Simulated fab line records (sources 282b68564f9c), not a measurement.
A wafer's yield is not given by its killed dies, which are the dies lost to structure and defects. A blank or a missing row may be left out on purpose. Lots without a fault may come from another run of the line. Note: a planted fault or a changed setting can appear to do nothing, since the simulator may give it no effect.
Comparing a struck lot with a sound one    flow rit_cmos    15 out of 202 route steps
Sound: wafers L706.1, L706.4, L706.5. The struck wafers were L716.1, L716.3, L716.4. The cause is given at the end.
Each step with rows lists, per side, the tool, then ch with its chambers, then its first start. Under that, the readings that differ: sound wafers    struck wafers    difference of the means    sigmas: that difference in standard deviations of wafers without a fault.
alike: readings whose means differ by less than 2 such deviations, and words and numbers that are the same on both sides. not compared: withheld readings, readings that some wafer has no value for, bounds like >300 that may hide the same value, and numbers for which the record gives no deviation and whose values overlap.
Wherever a step has rows on one side only, a row that says differs or no value, or a row with sigmas, the two part there. When numbers do not overlap yet have no deviation, they are printed without sigmas and do not part them. A reading missing from all wafers of one side parts the sides only when that side holds two or more wafers.

RIT_M1_SPUTTER_00: material Al, target thk 400 nm, time 500 s.
  sound on pvd_sputter-03, day 3 19:25; struck on pvd_sputter-03, day 5 22:22
  alike: throttle_valve_pct
RIT_M1_RS_MEAS_01: uses a four-point probe to measure.
  sound on film_metro-02, day 3 19:43; struck on film_metro-01, day 5 22:40
  alike: M1_AL_RS
RIT_M1_THK_MEAS_02: measures by xrf.
  sound on film_metro-02, day 3 19:50; struck on film_metro-01, day 5 22:47
  alike: M1_AL_THK
then, 6 steps without rows for these wafers: RIT_M1_HMDS_03 (prime time 60 s); RIT_M1_COAT_04 (resist thk 1300 nm); RIT_M1_SOFTBAKE_05 (time 60 s); RIT_M1_EXPOSE_06 (exposes mask M12, target cd 2600 nm); RIT_M1_PEB_07; RIT_M1_DEVELOP_08 (develop time 68 s).
RIT_M1_CD_MEAS_09: target cd 2600 nm.
  sound on cd_sem-02, day 3 21:02; struck on cd_sem-02, day 5 23:51
reading     sound                 struck                difference  sigmas
cd_nm (nm)  2596.3 2597.7 2596.4  2604.3 2599.5 2600.8  +4.7        +2
RIT_M1_OVL_MEAS_10:
  sound on overlay-01, day 3 21:10; struck on overlay-02, day 5 23:58
  alike: M1_OVL
then, 1 step without rows for these wafers: RIT_M1_HARDBAKE_11 (time 120 s).
RIT_M1_METAL_ETCH_12: etches Al in Cl2/BCl3, stops on SiO2, time 165 s, target depth 600 nm.
  sound on rie_metal-01 ch 0,1, day 3 21:26; struck on rie_metal-02 ch 1, day 6 00:15
reading                                  sound              struck             difference  sigmas
oes_product_au (a.u.)                    0.782 0.759 0.786  0.988 0.984 0.994  +0.213      +15
run_length_s (s)                         193.1 193.8 193.1  152.2 152.0 152.0  -41.3       -61
model.NOVOLAK_of_M1_COAT_04.thk_nm (nm)  813.1 815.5 815.7  891.7 892.5 891.9  +77.3       
model.M1.feature_depth_nm (nm)           433.5 429.8 434.4  422.3 429.3 425.9  -6.7        
  alike: drypump_motor_current_A, throttle_valve_pct
  not compared: rf_hours_counter_h, model.SiO2_of_CONTACT_CVD_00.thk_nm
then, 1 step without rows for these wafers: RIT_M1_STRIP_13 (strips in nmp, time 600 s).
RIT_M1_PROBE_99:
  sound on prober-02, day 3 23:41; struck on prober-02, day 6 02:41
reading                                         sound                        struck                        difference  sigmas
model.etest.tester.sort_n_pass                  260 257 258                  11 0 0                        -255        
model.etest.tester.sort_yield_pct (%)           98.48 97.35 97.73            4.167 0 0                     -96.464     
model.etest.m1_comb_over_steps.leak_log10_a_um  -12.76 -12.78 -12.83         -9.35 -8.067 -8.875           +4.03       
model.etest.ring.quiet_log10_a (angstrom)       -7.783 -8.009 -8.016         -7.225 -6.227 -6.898          +1.153      
model.etest.antenna_m1.vt_shift_v (V)           -0.01741 -0.009012 -0.01613  -0.008845 -0.001782 -0.00237  +0.009852   
  alike: defect_limited_yield, killed_at_contacts, killed_at_front_end, killed_dies, killed_open, killed_short

WHERE THEY PART
Earliest at RIT_M1_CD_MEAS_09; latest, in this record, at RIT_M1_METAL_ETCH_12. Later steps at which nothing parts them and some readings are alike: RIT_M1_PROBE_99.

WHY: what the simulator had put in
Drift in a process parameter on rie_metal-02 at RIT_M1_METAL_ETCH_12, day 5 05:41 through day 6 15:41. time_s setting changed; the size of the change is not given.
